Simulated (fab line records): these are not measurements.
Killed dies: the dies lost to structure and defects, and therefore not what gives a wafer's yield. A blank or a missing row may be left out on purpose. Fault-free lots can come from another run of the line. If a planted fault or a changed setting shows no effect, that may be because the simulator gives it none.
Which tool is to blame? + flow ritCmos + Sampling: 14 lots, 42 wafers, 4 of 202 route steps

== WHAT EACH GAUGE READ, for each wafer ==
RIT_FOX2_THK_MEAS_01.
| lot  | measured    | on           | FOX2_OXIDE_THK (nm) |
|------|-------------|--------------|---------------------|
| L549 | day 1 20:09 | filmMetro-04 | 350 352 350         |
| L550 | day 2 00:34 | filmMetro-04 | 353 348 352         |
| L554 | day 2 20:20 | filmMetro-04 | 340 339 336         |
| L555 | day 3 02:21 | filmMetro-02 | 333 330 333         |
| L556 | day 3 07:20 | filmMetro-02 | 349 347 348         |
| L558 | day 3 15:22 | filmMetro-04 | 351 348 343         |
| L560 | day 4 02:53 | filmMetro-04 | 352 354 350         |
| L561 | day 4 07:23 | filmMetro-03 | 340 338 339         |
| L562 | day 4 12:45 | filmMetro-02 | 344 344 340         |
| L563 | day 4 16:30 | filmMetro-04 | 346 345 346         |
| L565 | day 5 02:48 | filmMetro-03 | 350 349 351         |
| L566 | day 5 08:35 | filmMetro-02 | 341 345 343         |
| L568 | day 5 17:22 | filmMetro-04 | 498 497 491         |
| L571 | day 6 09:15 | filmMetro-02 | 501 503 504         |

RIT_FOX2_THK_MEAS_90.
| lot  | measured    | on           | FIELD_OXIDE_LEFT_1_THK (nm) |
|------|-------------|--------------|-----------------------------|
| L549 | day 1 21:02 | filmMetro-04 | 324 325 324                 |
| L550 | day 2 01:27 | filmMetro-02 | 325 321 324                 |
| L554 | day 2 21:13 | filmMetro-02 | 312 311 309                 |
| L555 | day 3 03:59 | filmMetro-03 | 306 302 305                 |
| L556 | day 3 08:13 | filmMetro-03 | 321 320 320                 |
| L558 | day 3 16:15 | filmMetro-03 | 323 320 316                 |
| L560 | day 4 03:55 | filmMetro-03 | 325 327 323                 |
| L561 | day 4 08:16 | filmMetro-03 | 312 310 311                 |
| L562 | day 4 13:42 | filmMetro-03 | 317 317 313                 |
| L563 | day 4 17:23 | filmMetro-03 | 319 318 319                 |
| L565 | day 5 03:41 | filmMetro-02 | 322 321 324                 |
| L566 | day 5 09:28 | filmMetro-02 | 313 318 316                 |
| L568 | day 5 18:15 | filmMetro-03 | 470 470 464                 |
| L571 | day 6 10:08 | filmMetro-02 | 474 476 477                 |

RIT_FOX2_THK_MEAS_91.
| lot  | measured    | on           | FIELD_OXIDE_LEFT_2_THK (nm) |
|------|-------------|--------------|-----------------------------|
| L549 | day 2 09:50 | filmMetro-03 | 256 258 256                 |
| L550 | day 2 13:56 | filmMetro-04 | 257 252 257                 |
| L554 | day 3 10:11 | filmMetro-04 | 244 243 241                 |
| L555 | day 3 16:23 | filmMetro-04 | 237 234 237                 |
| L556 | day 3 20:31 | filmMetro-04 | 254 254 254                 |
| L558 | day 4 05:08 | filmMetro-03 | 256 252 247                 |
| L560 | day 4 16:08 | filmMetro-03 | 257 258 255                 |
| L561 | day 4 20:56 | filmMetro-03 | 244 242 242                 |
| L562 | day 5 02:26 | filmMetro-04 | 249 248 244                 |
| L563 | day 5 05:47 | filmMetro-02 | 250 249 250                 |
| L565 | day 5 16:14 | filmMetro-02 | 253 253 255                 |
| L566 | day 5 22:10 | filmMetro-03 | 246 250 248                 |
| L568 | day 6 06:18 | filmMetro-02 | 403 402 397                 |
| L571 | day 6 22:58 | filmMetro-03 | 404 407 407                 |

== TOOL THAT RAN EACH LOT (tool first, then ch and the chambers of the sampled wafers, then the start) ==
| lot  | RIT_FOX2_OXIDATION_00        |
|------|------------------------------|
| L549 | furnace-02 ch 0, day 1 18:50 |
| L550 | furnace-02 ch 0, day 1 23:16 |
| L554 | furnace-03 ch 0, day 2 19:02 |
| L555 | furnace-01 ch 0, day 3 01:02 |
| L556 | furnace-03 ch 0, day 3 06:02 |
| L558 | furnace-01 ch 0, day 3 14:03 |
| L560 | furnace-01 ch 0, day 4 01:32 |
| L561 | furnace-03 ch 0, day 4 06:04 |
| L562 | furnace-03 ch 0, day 4 11:26 |
| L563 | furnace-01 ch 0, day 4 15:10 |
| L565 | furnace-01 ch 0, day 5 01:29 |
| L566 | furnace-01 ch 0, day 5 07:14 |
| L568 | furnace-01 ch 0, day 5 16:02 |
| L571 | furnace-01 ch 0, day 6 07:55 |
- RIT_FOX2_OXIDATION_00: target thk 350.7 nm, ox time 1130 s.

== AS READ BY THE TOOLS THEMSELVES (means over the sampled wafers that have a number; for cases with no such wafer, the mark the record gives instead) ==
The record holds no such reading with a usual standard deviation.

== THE ANSWER, worked out from the rows above alone ==
Rule: what is usual is taken from the lots themselves. Put in order of their means at a reading, lots are off if they are a third of the lots or fewer, leave a main group of 4 or more, and stand apart from it by a gap of 3 or more times the standard deviation of the main group's means; of several such gaps the widest counts. A main group whose means are all the same, to the digits that the tables above print for the reading, isn't used. Also off: a lot with no number at a reading for which 4 or more lots have one. Where the step has rows for the other lots, those lots are counted as sound. Order of review: gauges by route order, followed by the tools' own readings, for which a lot's mean as printed above is used. The first step at which some lot is off is used, and at that step the reading that is off furthest; a lot without a number counts as furthest.
Off: at RIT_FOX2_THK_MEAS_01 (FOX2_OXIDE_THK), L568, L571. The main group has a mean of 345 nm with a standard deviation of 5.9.
If a tool, at a process step before that reading, ran all the lots that are off and no sound lot after the first of them, it fits. Those tools and the gauges at RIT_FOX2_THK_MEAS_01 are tried in the same way. One fits: RIT_FOX2_OXIDATION_00 on furnace-01. Its last sound lot is L566 (day 5 07:14), its first lot that is off L568 (day 5 16:02): a fault that began between those two fits.

== WHAT WAS PUT IN BY THE SIMULATOR ==
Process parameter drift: furnace-01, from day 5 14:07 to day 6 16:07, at RIT_FOX2_OXIDATION_00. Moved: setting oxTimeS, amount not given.
Shown lots that were struck: L568, L571. The same result came from the rule above.
